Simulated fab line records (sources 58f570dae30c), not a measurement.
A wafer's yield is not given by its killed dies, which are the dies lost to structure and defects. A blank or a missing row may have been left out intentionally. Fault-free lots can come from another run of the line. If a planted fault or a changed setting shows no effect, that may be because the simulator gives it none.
What tool caused it? -- flow berkeley cmos170 -- 45 wafers sampled from 15 lots at 1 step of a route of 331

== WHAT THE GAUGES READ, wafer by wafer ==
UCB170_SDANNEAL_RS_MEAS_04: a four-point-probe measurement. Usual: PLDD_RS typically reads 1032.7 ohm/sq, with standard deviation 2.5.
lot,measured,on,PLDD_RS (ohm/sq),flag
L150,day 6 12:42,film metro-02,1034.8 1035.6 1033.9,
L149,day 6 12:44,film metro-03,1035.6 1034.3 1034.3,
L151,day 6 18:59,film metro-04,1032.3 1035.0 1034.5,
L152,day 7 09:08,film metro-04,1031.3 1032.0 1028.7,
L154,day 7 10:36,film metro-03,1033.7 1032.1 1035.8,
L159,day 8 13:25,film metro-03,1039.2 1035.3 1035.8,
L157,day 8 13:28,film metro-02,1034.2 1035.1 1034.0,
L161,day 9 03:49,film metro-02,1033.4 1030.9 1033.5,
L160,day 9 03:50,film metro-04,1030.6 1029.7 1032.2,
L166,day 10 03:10,film metro-04,1029.9 1028.8 1028.8,
L168,day 10 17:05,film metro-04,1030.2 1028.9 1028.4,
L169,day 10 17:13,film metro-03,1030.3 1028.8 1030.3,
L170,day 11 05:42,film metro-03,1028.4 1030.5 1030.0,
L171,day 11 05:55,film metro-02,1037.2 1034.9 1035.1,
L172,day 11 09:44,film metro-03,1033.1 1029.8 1031.0,

== WHICH TOOL RAN EACH LOT (tool, then ch and the chambers of the sampled wafers, then the start) ==
There is no process step in the record ahead of these readings.

== WHAT THE TOOLS THEMSELVES READ (means of the sampled wafers that have a number; where no wafer has one, the mark that the record gives instead) ==
The record holds no such reading with a usual standard deviation.

== THE ANSWER, worked out from the rows above alone ==
Rule: a lot is off if the mean of its wafers that have a number lies more than 3 standard deviations from the usual mean. A lot without any number at a reading at which 4 lots or more have one is off too. Any other lot the step has rows for is counted as sound. First the gauges in route order, then the tools' own readings, where a lot's mean is used as printed above. The first step at which some lot is off is used, and at that step the reading that is off furthest; a lot without a number counts as furthest.
Nothing can be told from this: no lot is off at any reading shown.

== WHAT THE SIMULATOR HAD INSERTED ==
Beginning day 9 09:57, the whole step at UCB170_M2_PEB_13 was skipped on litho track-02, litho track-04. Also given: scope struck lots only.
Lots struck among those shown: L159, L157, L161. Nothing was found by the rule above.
